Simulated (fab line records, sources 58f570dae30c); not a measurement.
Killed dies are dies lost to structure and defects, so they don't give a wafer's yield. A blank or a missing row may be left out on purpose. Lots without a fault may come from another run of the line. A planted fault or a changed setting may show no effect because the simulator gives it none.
fab line records | flow berkeley_cmos170
record lots=14 wafers=42 last_day=12
route steps=331 shown START@1 ACTIVE@73 PLDD@153 CONTACT@222
lots that met no fault: from a run of the same line without faults
start_h: hours from the record's first day to the start of the lot's first wafer shown | wait_h: hours since the lot's step before | " the same as in the row above | L1.1+2: a row that stands for several wafers | - no value, or no start given | * or withheld: withheld | < > ~ a bound
route shown NAME@n: a module of which the file shows steps, and the number in the route of the first | usual: mean/standard deviation of fault-free wafers | same: alike in all rows | chamber/n: place in a boat | sites: the reading at each site | _std_site: their standard deviation | _edge_site: outer sites' mean less inner sites' | radius_mm: how far each site lies from the wafer's centre | mask NAME#n: copy n | behind: the tool/chamber that last shaped the wafer | hold: why the lot was held/for how many hours/how that ended | device: the transistor (n, p or np) that didn't switch | end of line: the same wafers' tests at the end of the route | a step without rows: its recipe alone | killed: dies lost to structure and defects at the first sort, not the wafer's yield | map: a wafer's dies, x killed, . not, _ none there
set.NAME: the setting as run; set.NAME@STEP: as run at that earlier step | model.NAME: the simulator's own value behind a step, which no gauge read
steps of the route over a sample of lots; a table a step, a row a wafer
services: from which hour (start_h, from the record's first day; less than 0 if before it) a tool's chamber was out of use, for how many hours, and why
## steps
# step UCB170_START_BOW_MEAS_00
# recipe mode=bow
# usual INCOMING_BOW=0/7
# columns lot.wafer tool chamber start_h wait_h INCOMING_BOW[um]
L148.3 film_metro-01 - 15.04 - -2
L148.4 " - " " 1
L148.6 " - " " -13
L149.1 film_metro-01 - 20.00 - 1
L149.4 " - " " 2
L149.6 " - " " 10
L150.1 film_metro-02 - 25.00 - -2
L150.3 " - " " -2
L150.4 " - " " 6
L153.3 film_metro-01 - 40.04 - 0
L153.4 " - " " 2
L153.5 " - " " 6
L154.2 film_metro-01 - 45.02 - 4
L154.3 " - " " -5
L154.5 " - " " -7
L155.1 film_metro-02 - 50.00 - -4
L155.2 " - " " -1
L155.3 " - " " 7
L156.2 film_metro-04 - 55.02 - 7
L156.4 " - " " 6
L156.6 " - " " -11
L157.3 film_metro-04 - 60.04 - 0
L157.5 " - " " 12
L157.6 " - " " 0
L162.1 film_metro-02 - 85.00 - 15
L162.2 " - " " -1
L162.5 " - " " 0
L164.1 film_metro-01 - 95.00 - 0
L164.2 " - " " 4
L164.6 " - " " 8
L165.2 film_metro-02 - 100.02 - 2
L165.4 " - " " 6
L165.5 " - " " -2
L168.1 film_metro-01 - 115.00 - 0
L168.2 " - " " -1
L168.5 " - " " -4
L169.1 film_metro-01 - 120.00 - 12
L169.2 " - " " -6
L169.6 " - " " 15
L170.2 film_metro-01 - 125.02 - -4
L170.3 " - " " 2
L170.6 " - " " -6
# step UCB170_ACTIVE_CD_MEAS_13
# recipe target_cd_nm=1200
# usual cd_nm=1199.7/1.2
# columns lot.wafer tool chamber start_h wait_h cd_nm
L148.3 cd_sem-01 - 102.98 - 1199.0
L148.4 " - " " 1199.3
L148.6 " - " " 1198.9
L150.1 cd_sem-01 - 106.93 - 1199.2
L150.3 " - " " 1200.2
L150.4 " - " " 1199.9
L149.1 cd_sem-02 - 107.21 - 1199.8
L149.4 " - " " 1201.0
L149.6 " - " " 1200.1
L155.1 cd_sem-01 - 126.88 - 1199.2
L155.2 " - " " 1200.0
L155.3 " - " " 1198.9
L153.3 cd_sem-02 - 127.09 - 1200.1
L153.4 " - " " 1200.2
L153.5 " - " " 1201.7
L154.2 cd_sem-01 - 127.17 - 1200.1
L154.3 " - " " 1199.8
L154.5 " - " " 1200.9
L156.2 cd_sem-02 - 133.15 - 1201.8
L156.4 " - " " 1201.4
L156.6 " - " " 1201.9
L157.3 cd_sem-01 - 133.36 - 1199.8
L157.5 " - " " 1198.1
L157.6 " - " " 1199.6
L162.1 cd_sem-02 - 142.69 - 1200.3
L162.2 " - " " 1200.1
L162.5 " - " " 1200.3
L164.1 cd_sem-02 - 148.96 - 1198.2
L164.2 " - " " 1198.1
L164.6 " - " " 1199.2
L165.2 cd_sem-02 - 162.80 - 1198.7
L165.4 " - " " 1199.7
L165.5 " - " " 1199.1
L168.1 cd_sem-01 - 182.34 - 1200.4
L168.2 " - " " 1199.2
L168.5 " - " " 1199.1
L169.1 cd_sem-01 - 192.39 - 1200.1
L169.2 " - " " 1198.9
L169.6 " - " " 1199.8
L170.2 cd_sem-02 - 200.52 - 1197.0
L170.3 " - " " 1197.0
L170.6 " - " " 1198.7
# step UCB170_PLDD_IMPLANT_08
# recipe species=BF2 dose_cm2=5e+13 energy_kev=10 tilt_deg=7 rotation_deg=0
# usual beam_energy_keV=9.9997/0.0029 beam_on_s=10.02/0.19 dose_ions_cm2=5e+13/5.3e+10 faraday_current_uA=158.1/2.9
# columns lot.wafer tool chamber start_h wait_h beam_energy_keV beam_on_s dose_ions_cm2 faraday_current_uA
L149.1 implanter-04 0 146.92 0.0 9.9950 9.84 4.994e+13 160.7
L149.4 " 0 " " 10.000 10.11 5.001e+13 156.1
L149.6 " 0 " " 9.9978 9.90 5.001e+13 159.9
L150.1 implanter-02 0 147.50 0.0 10.001 9.94 4.994e+13 159.1
L150.3 " 0 " " 9.9987 10.12 4.991e+13 156.5
L150.4 " 0 " " 10.004 9.89 5.001e+13 160.0
L148.3 implanter-04 0 147.79 0.1 10.001 9.75 5.005e+13 162.7
L148.4 " 0 " " 10.001 9.95 5e+13 158.5
L148.6 " 0 " " 10.001 9.83 5.005e+13 160.4
L155.1 implanter-04 0 177.71 0.0 10.0000 10.11 5.008e+13 156.7
L155.2 " 0 " " 10.000 10.14 5.01e+13 156.1
L155.3 " 0 " " 10.003 10.05 5.005e+13 157.6
L157.3 implanter-02 0 178.03 0.1 6.4916 15.41 4.991e+13 102.7
L157.5 " 0 " " 6.4956 16.27 4.997e+13 97.4
L157.6 " 0 " " 6.4943 15.77 4.994e+13 100.7
L156.2 implanter-01 0 178.56 0.0 10.001 9.98 5.002e+13 158.5
L156.4 " 0 " " 10.002 10.13 4.992e+13 157.1
L156.6 " 0 " " 10.005 9.90 5e+13 160.5
L154.2 implanter-02 0 178.83 0.0 6.5009 15.93 4.999e+13 99.0
L154.3 " 0 " " 6.5011 15.92 5e+13 99.9
L154.5 " 0 " " 6.5013 16.33 4.993e+13 96.9
L153.3 implanter-01 0 178.88 0.1 9.9960 9.93 4.999e+13 159.7
L153.4 " 0 " " 9.9959 10.04 4.995e+13 158.2
L153.5 " 0 " " 10.001 10.27 4.996e+13 154.5
L162.1 implanter-04 0 204.21 0.0 9.9986 10.19 5.004e+13 155.0
L162.2 " 0 " " 10.001 10.17 5.006e+13 155.8
L162.5 " 0 " " 10.003 10.22 5.007e+13 155.2
L164.1 implanter-01 0 212.73 0.0 9.9973 10.00 4.993e+13 158.0
L164.2 " 0 " " 9.9982 9.79 4.997e+13 161.6
L164.6 " 0 " " 10.002 9.92 4.996e+13 159.6
L165.2 implanter-01 0 217.55 0.0 10.005 10.13 4.996e+13 156.5
L165.4 " 0 " " 10.001 9.79 5.004e+13 162.1
L165.5 " 0 " " 10.003 10.28 5.005e+13 154.6
L168.1 implanter-04 0 235.26 0.0 9.9983 10.19 4.996e+13 156.1
L168.2 " 0 " " 10.003 9.80 5.002e+13 161.6
L168.5 " 0 " " 9.9969 9.81 5.002e+13 161.4
L169.1 implanter-02 0 243.70 0.0 9.9966 10.03 4.998e+13 158.3
L169.2 " 0 " " 9.9986 9.93 5.001e+13 160.3
L169.6 " 0 " " 10.003 10.04 5.007e+13 158.0
L170.2 implanter-04 0 252.97 0.0 10.003 10.28 4.995e+13 155.4
L170.3 " 0 " " 10.005 10.20 5.006e+13 156.1
L170.6 " 0 " " 10.002 9.80 4.992e+13 161.1
# step UCB170_PLDD_TW_MEAS_11
# usual PLDD_TW=1012/6.5
# columns lot.wafer tool chamber start_h wait_h PLDD_TW
L149.1 film_metro-01 - 147.32 0.1 1016
L149.4 " - " " 1016
L149.6 " - " " 1020
L150.1 film_metro-01 - 147.90 0.1 1021
L150.3 " - " " 1017
L150.4 " - " " 1023
L148.3 film_metro-04 - 148.16 0.1 1003
L148.4 " - " " 1007
L148.6 " - " " 1004
L155.1 film_metro-02 - 178.11 0.1 1004
L155.2 " - " " 1007
L155.3 " - " " 1010
L157.3 film_metro-01 - 178.40 0.1 963
L157.5 " - " " 964
L157.6 " - " " 963
L156.2 film_metro-02 - 178.94 0.1 1006
L156.4 " - " " 1009
L156.6 " - " " 1006
L154.2 film_metro-01 - 179.22 0.1 964
L154.3 " - " " 966
L154.5 " - " " 960
L153.3 film_metro-02 - 179.25 0.1 1008
L153.4 " - " " 1006
L153.5 " - " " 1005
L162.1 film_metro-02 - 204.61 0.1 1010
L162.2 " - " " 1011
L162.5 " - " " 1011
L164.1 film_metro-01 - 213.13 0.1 1012
L164.2 " - " " 1017
L164.6 " - " " 1014
L165.2 film_metro-02 - 217.94 0.1 1008
L165.4 " - " " 1007
L165.5 " - " " 1011
L168.1 film_metro-02 - 235.66 0.1 1012
L168.2 " - " " 1008
L168.5 " - " " 1007
L169.1 film_metro-04 - 244.10 0.1 1007
L169.2 " - " " 1002
L169.6 " - " " 1007
L170.2 film_metro-02 - 253.36 0.1 1008
L170.3 " - " " 1012
L170.6 " - " " 1006
# step UCB170_SDANNEAL_RS_MEAS_04
# recipe thk_meas_gauge=four-point-probe
# usual PLDD_RS=1032/3
# columns lot.wafer tool chamber start_h wait_h PLDD_RS[ohm/sq]
L149.1 film_metro-02 - 165.09 0.1 1030
L149.4 " - " " 1032
L149.6 " - " " 1033
L150.1 film_metro-01 - 165.92 0.1 1032
L150.3 " - " " 1030
L150.4 " - " " 1032
L148.3 film_metro-04 - 166.31 0.1 1031
L148.4 " - " " 1028
L148.6 " - " " 1035
L156.2 film_metro-04 - 203.27 0.1 1030
L156.4 " - " " 1035
L156.6 " - " " 1035
L155.1 film_metro-01 - 203.38 0.1 1038
L155.2 " - " " 1038
L155.3 " - " " 1036
L154.2 film_metro-02 - 203.40 0.1 1045
L154.3 " - " " 1046
L154.5 " - " " 1046
L153.3 film_metro-04 - 203.77 0.1 1036
L153.4 " - " " 1032
L153.5 " - " " 1031
L157.3 film_metro-04 - 204.43 0.1 1052
L157.5 " - " " 1051
L157.6 " - " " 1052
L162.1 film_metro-04 - 217.25 0.1 1032
L162.2 " - " " 1031
L162.5 " - " " 1031
L164.1 film_metro-02 - 223.55 0.1 1034
L164.2 " - " " 1030
L164.6 " - " " 1032
L165.2 film_metro-01 - 234.42 0.1 1035
L165.4 " - " " 1031
L165.5 " - " " 1033
L168.1 film_metro-01 - 248.51 0.1 1033
L168.2 " - " " 1034
L168.5 " - " " 1032
L169.1 film_metro-01 - 257.91 0.1 1035
L169.2 " - " " 1033
L169.6 " - " " 1034
L170.2 film_metro-02 - 264.50 0.1 1033
L170.3 " - " " 1034
L170.6 " - " " 1034
# step UCB170_CONTACT_STRIP_06
# recipe chemistry=O2 power_w=400 pressure_mtorr=3500 platen_temp_c=withheld o2_flow_sccm=400 overash_fraction=0.5
# usual drypump_motor_current_A=6.2/0.41 o2_flow_sccm=400.1/1.3 oes_product_au=0.735/0.0042 strip_time_to_endpoint_s=21.99/0.081
# columns lot.wafer tool chamber start_h wait_h drypump_motor_current_A o2_flow_sccm oes_product_au rf_hours_counter_h strip_time_to_endpoint_s
L149.1 plasma_asher-04 1 169.77 0.1 6.5 399.1 0.738 40 22.14
L149.4 " 1 " " 6.6 400.1 0.731 - 22.12
L149.6 " 1 " " 6.6 399.0 0.731 - 22.07
L150.1 plasma_asher-02 0 169.77 0.1 6.1 401.4 0.735 40 21.94
L150.3 " 1 " " 5.8 400.0 0.729 - 21.97
L150.4 " 0 " " 6.1 400.1 0.747 - 21.94
L148.3 plasma_asher-01 1 170.25 0.1 6.6 400.8 0.746 - 22.06
L148.4 " 0 " " 5.5 400.5 0.736 - 22.11
L148.6 " 1 " " 6.6 399.9 0.742 - 22.03
L156.2 plasma_asher-01 1 206.51 0.1 6.6 397.7 0.738 54 21.99
L156.4 " 1 " " 6.5 397.5 0.727 - 21.98
L156.6 " 1 " " 6.5 399.3 0.732 - 21.91
L154.2 plasma_asher-04 0 207.40 0.1 6.2 401.1 0.742 44 22.05
L154.3 " 1 " " 6.6 401.0 0.736 - 22.09
L154.5 " 1 " " 6.5 399.8 0.736 - 22.10
L155.1 plasma_asher-02 1 207.40 0.1 5.8 400.0 0.738 44 22.12
L155.2 " 0 " " 6.1 401.4 0.734 44 22.10
L155.3 " 1 " " 5.8 400.0 0.731 - 22.05
L153.3 plasma_asher-01 1 207.44 0.1 6.6 401.3 0.730 - 21.90
L153.4 " 0 " " 5.5 399.5 0.734 - 21.89
L153.5 " 0 " " 5.5 401.0 0.738 - 22.00
L157.3 plasma_asher-04 1 208.17 0.1 6.6 400.4 0.733 - 21.96
L157.5 " 0 " " 6.3 398.6 0.733 - 21.96
L157.6 " 1 " " 6.6 400.3 0.732 - 21.99
L162.1 plasma_asher-01 1 220.51 0.2 6.6 401.5 0.735 56 21.87
L162.2 " 0 " " 5.5 399.1 0.732 56 21.88
L162.5 " 0 " " 5.5 399.5 0.728 - 21.86
L164.1 plasma_asher-04 1 227.32 0.1 6.6 399.3 0.729 47 22.03
L164.2 " 0 " " 6.3 401.3 0.733 47 22.04
L164.6 " 0 " " 6.3 400.9 0.737 - 22.13
L165.2 plasma_asher-01 1 237.65 0.1 6.6 400.8 0.731 59 22.00
L165.4 " 0 " " 5.5 400.2 0.731 - 21.92
L165.5 " 0 " " 5.5 399.3 0.732 - 21.97
L168.1 plasma_asher-04 1 251.59 0.1 6.6 402.0 0.733 49 21.91
L168.2 " 0 " " 6.3 400.3 0.736 49 21.95
L168.5 " 1 " " 6.6 402.5 0.735 - 21.88
L169.1 plasma_asher-04 1 260.99 0.1 6.6 400.2 0.739 51 21.97
L169.2 " 0 " " 6.3 400.8 0.732 51 21.97
L169.6 " 1 " " 6.6 400.5 0.738 - 21.98
L170.2 plasma_asher-04 0 268.66 0.1 6.3 402.3 0.739 52 22.01
L170.3 " 1 " " 6.6 401.5 0.736 - 22.00
L170.6 " 1 " " 6.6 403.5 0.733 - 22.04
## services
# columns tool chamber start_h hours kind
implanter-01 - 132.61 5.7 pm
plasma_asher-02 - 133.03 0.4 repair
plasma_asher-02 - 151.12 2.8 pm
plasma_asher-01 - 152.76 8.7 repair
plasma_asher-02 - 164.43 2.4 repair
implanter-04 - 178.34 3.1 pm
plasma_asher-01 - 190.57 3.3 repair
plasma_asher-04 - 228.96 2.9 repair
implanter-04 - 259.82 6.1 pm
## key
first_sign step=UCB170_PLDD_IMPLANT_08 reading=beam_energy_keV direction=down sigmas=99+ usual=9.9997 struck=6.4975
effect step=UCB170_PLDD_IMPLANT_08 reading=beam_on_s direction=up sigmas=32 usual=10.02 struck=15.94
effect step=UCB170_PLDD_TW_MEAS_11 reading=PLDD_TW direction=down sigmas=7.4 usual=1012 struck=963
effect step=UCB170_SDANNEAL_RS_MEAS_04 reading=PLDD_RS direction=up sigmas=5.5 usual=1032 struck=1049
met_at UCB170_PLDD_IMPLANT_08
struck_lots L154,L157
tester_left_out L154,L157
not_acting_at UCB170_START_BOW_MEAS_00,UCB170_ACTIVE_CD_MEAS_13,UCB170_CONTACT_STRIP_06
onset_between 147.50 178.03
fault kind=process_parameter_drift tool=implanter-02 chamber=- onset_h=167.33 steps=UCB170_PLDD_IMPLANT_08 channel=energy_kev offset=-3.5 shape=step end_h=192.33 acts_in=these_recipes_only stated=10
# tester_left_out: of these lots the tester's yield and bins aren't shown, on N5 and GAA mostly nor the transistor test; their killed dies are dies lost to structure and defects alone, not to doping, threshold or leakage, so they don't give the yield
